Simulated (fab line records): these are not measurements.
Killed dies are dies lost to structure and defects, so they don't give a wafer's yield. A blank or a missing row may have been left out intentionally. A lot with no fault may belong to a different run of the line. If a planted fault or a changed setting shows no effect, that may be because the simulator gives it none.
Lot-split experiment || flow berkeley_cmos170 || route with 331 steps; 5 lots, 23 wafers read

## THE SPLIT
At UCB170_V1_ETCH_14 (etches SiO2 in CHF3/CF4/Ar, stops on Al, target depth 1250 nm, time 291 s), the setting time_s was moved away from the recipe's 291 s on 10 of the 23 wafers read, by -6.5% to +9.0%. This setting was run at the recipe's value on the other wafers.

Reading taken at the split's own step.

## THE READING
KrF_of_V1_COAT_07.thk_nm (the simulator's own value, which no gauge read), in nm, at UCB170_V1_ETCH_14 (etches SiO2 in CHF3/CF4/Ar, stops on Al, target depth 1250 nm, time 291 s). There is no usual value for it anywhere in the file. The 13 wafers here that ran the recipe average 610.4 nm, standard deviation 2.9 nm.

{"wafer": "L075.1", "tool, chamber at the split": "rie_diel-02, 2", "time_s as run, s": 291, "against the recipe": "recipe", "KrF_of_V1_COAT_07.thk_nm, nm": 612.9, "against lot-mates on the recipe": "-"}
{"wafer": "L075.2", "tool, chamber at the split": "rie_diel-02, 3", "time_s as run, s": 291, "against the recipe": "recipe", "KrF_of_V1_COAT_07.thk_nm, nm": 616.1, "against lot-mates on the recipe": "-"}
{"wafer": "L075.3", "tool, chamber at the split": "rie_diel-02, 1", "time_s as run, s": 291, "against the recipe": "recipe", "KrF_of_V1_COAT_07.thk_nm, nm": 612.5, "against lot-mates on the recipe": "-"}
{"wafer": "L075.4", "tool, chamber at the split": "rie_diel-02, 0", "time_s as run, s": 272, "against the recipe": "-6.5%", "KrF_of_V1_COAT_07.thk_nm, nm": 628.7, "against lot-mates on the recipe": "+14.9"}
{"wafer": "L075.5", "tool, chamber at the split": "rie_diel-02, 1", "time_s as run, s": 272, "against the recipe": "-6.5%", "KrF_of_V1_COAT_07.thk_nm, nm": 627.1, "against lot-mates on the recipe": "+13.3"}
{"wafer": "L079.2", "tool, chamber at the split": "rie_diel-02, 3", "time_s as run, s": 291, "against the recipe": "recipe", "KrF_of_V1_COAT_07.thk_nm, nm": 612.8, "against lot-mates on the recipe": "-"}
{"wafer": "L079.3", "tool, chamber at the split": "rie_diel-02, 2", "time_s as run, s": 291, "against the recipe": "recipe", "KrF_of_V1_COAT_07.thk_nm, nm": 607.5, "against lot-mates on the recipe": "-"}
{"wafer": "L079.4", "tool, chamber at the split": "rie_diel-02, 0", "time_s as run, s": 314.3, "against the recipe": "+8.0%", "KrF_of_V1_COAT_07.thk_nm, nm": 581.9, "against lot-mates on the recipe": -27.2}
{"wafer": "L079.5", "tool, chamber at the split": "rie_diel-02, 1", "time_s as run, s": 314.3, "against the recipe": "+8.0%", "KrF_of_V1_COAT_07.thk_nm, nm": 581.8, "against lot-mates on the recipe": -27.3}
{"wafer": "L079.6", "tool, chamber at the split": "rie_diel-02, 2", "time_s as run, s": 291, "against the recipe": "recipe", "KrF_of_V1_COAT_07.thk_nm, nm": 607, "against lot-mates on the recipe": "-"}
{"wafer": "L082.1", "tool, chamber at the split": "rie_diel-03, 1", "time_s as run, s": 307.1, "against the recipe": "+5.5%", "KrF_of_V1_COAT_07.thk_nm, nm": 596.1, "against lot-mates on the recipe": -12.0}
{"wafer": "L082.2", "tool, chamber at the split": "rie_diel-03, 3", "time_s as run, s": 291, "against the recipe": "recipe", "KrF_of_V1_COAT_07.thk_nm, nm": 605.8, "against lot-mates on the recipe": "-"}
{"wafer": "L082.4", "tool, chamber at the split": "rie_diel-03, 0", "time_s as run, s": 307.1, "against the recipe": "+5.5%", "KrF_of_V1_COAT_07.thk_nm, nm": 597.5, "against lot-mates on the recipe": -10.6}
{"wafer": "L082.5", "tool, chamber at the split": "rie_diel-03, 1", "time_s as run, s": 307.1, "against the recipe": "+5.5%", "KrF_of_V1_COAT_07.thk_nm, nm": 591.6, "against lot-mates on the recipe": -16.5}
{"wafer": "L082.6", "tool, chamber at the split": "rie_diel-03, 0", "time_s as run, s": 291, "against the recipe": "recipe", "KrF_of_V1_COAT_07.thk_nm, nm": 610.4, "against lot-mates on the recipe": "-"}
{"wafer": "L083.1", "tool, chamber at the split": "rie_diel-01, 2", "time_s as run, s": 291, "against the recipe": "recipe", "KrF_of_V1_COAT_07.thk_nm, nm": 613.1, "against lot-mates on the recipe": "-"}
{"wafer": "L083.2", "tool, chamber at the split": "rie_diel-01, 0", "time_s as run, s": 317.1, "against the recipe": "+9.0%", "KrF_of_V1_COAT_07.thk_nm, nm": 591.7, "against lot-mates on the recipe": -19.3}
{"wafer": "L083.3", "tool, chamber at the split": "rie_diel-01, 1", "time_s as run, s": 317.1, "against the recipe": "+9.0%", "KrF_of_V1_COAT_07.thk_nm, nm": 587.8, "against lot-mates on the recipe": -23.2}
{"wafer": "L083.4", "tool, chamber at the split": "rie_diel-01, 2", "time_s as run, s": 291, "against the recipe": "recipe", "KrF_of_V1_COAT_07.thk_nm, nm": 609, "against lot-mates on the recipe": "-"}
{"wafer": "L083.6", "tool, chamber at the split": "rie_diel-01, 1", "time_s as run, s": 317.1, "against the recipe": "+9.0%", "KrF_of_V1_COAT_07.thk_nm, nm": 590.3, "against lot-mates on the recipe": -20.8}
{"wafer": "L084.1", "tool, chamber at the split": "rie_diel-01, 1", "time_s as run, s": 291, "against the recipe": "recipe", "KrF_of_V1_COAT_07.thk_nm, nm": 611.4, "against lot-mates on the recipe": "-"}
{"wafer": "L084.2", "tool, chamber at the split": "rie_diel-01, 2", "time_s as run, s": 291, "against the recipe": "recipe", "KrF_of_V1_COAT_07.thk_nm, nm": 607.7, "against lot-mates on the recipe": "-"}
{"wafer": "L084.5", "tool, chamber at the split": "rie_diel-01, 0", "time_s as run, s": 291, "against the recipe": "recipe", "KrF_of_V1_COAT_07.thk_nm, nm": 609.1, "against lot-mates on the recipe": "-"}

THE FIT
A straight line over all 23 wafers: KrF_of_V1_COAT_07.thk_nm changes by -2.72 nm for each +1% of time_s; r = -0.96; the points scatter about the line by 3.6 nm.
The same after taking each lot's own level away (the mean of its wafers on the recipe; 23 wafers): -2.53 nm for each +1%; r = -0.97; scatter 3.1 nm.
According to that fit, moving time_s by its largest amount changes the reading by 23 nm.
Measured against the standard deviation above, the lots' own levels, which go from 608.10 to 613.83 nm, span 2.0 times it.
Consequently the slope shifts little with the lot-to-lot level, the two slopes agreeing.
Check: -23.8 nm against its lot-mates is what the line predicts for one of the wafers moved furthest among these (+9.0%) when that wafer is left out of the fit. It came out at -19.3 nm against them.

## THESE WAFERS: OTHER SPLITS
These wafers also went through other splits before the reading. Each is held against what the fit with the lots' levels taken away leaves over:
{"other split on the same wafers": "UCB170_GATE_EXPOSE_09 dose_mj", "wafers away from the commonest value": 7, "r with KrF_of_V1_COAT_07.thk_nm (lot level and that fit taken away)": -0.10}
{"other split on the same wafers": "UCB170_NLDD_COAT_01 resist_thk_nm", "wafers away from the commonest value": 10, "r with KrF_of_V1_COAT_07.thk_nm (lot level and that fit taken away)": -0.33}
{"other split on the same wafers": "UCB170_PSD_IMPLANT_08 energy_kev", "wafers away from the commonest value": 10, "r with KrF_of_V1_COAT_07.thk_nm (lot level and that fit taken away)": "+0.16"}
{"other split on the same wafers": "UCB170_M1_COAT_04 resist_thk_nm", "wafers away from the commonest value": 5, "r with KrF_of_V1_COAT_07.thk_nm (lot level and that fit taken away)": -0.24}

## THE WHOLE CHAIN: every reading that the file lists as answering this split, in the file's order
{"step": "UCB170_V1_ETCH_14", "what it does": "etches SiO2 in CHF3/CF4/Ar, stops on Al, target depth 1250 nm, time 291 s", "reading": "KrF_of_V1_COAT_07.thk_nm (the simulator's own value, which no gauge read)", "change (the file's fit)": "-2.62 nm for each +1% of the setting", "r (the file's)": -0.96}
{"step": "UCB170_V1_STRIP_15", "what it does": "strips in O2", "reading": "strip_time_to_endpoint_s", "change (the file's fit)": "withheld for each +1% of the setting", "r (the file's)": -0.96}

## FILE'S OWN FIT
KrF_of_V1_COAT_07.thk_nm changes by -2.62 nm for each +1% of time_s, r = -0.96.
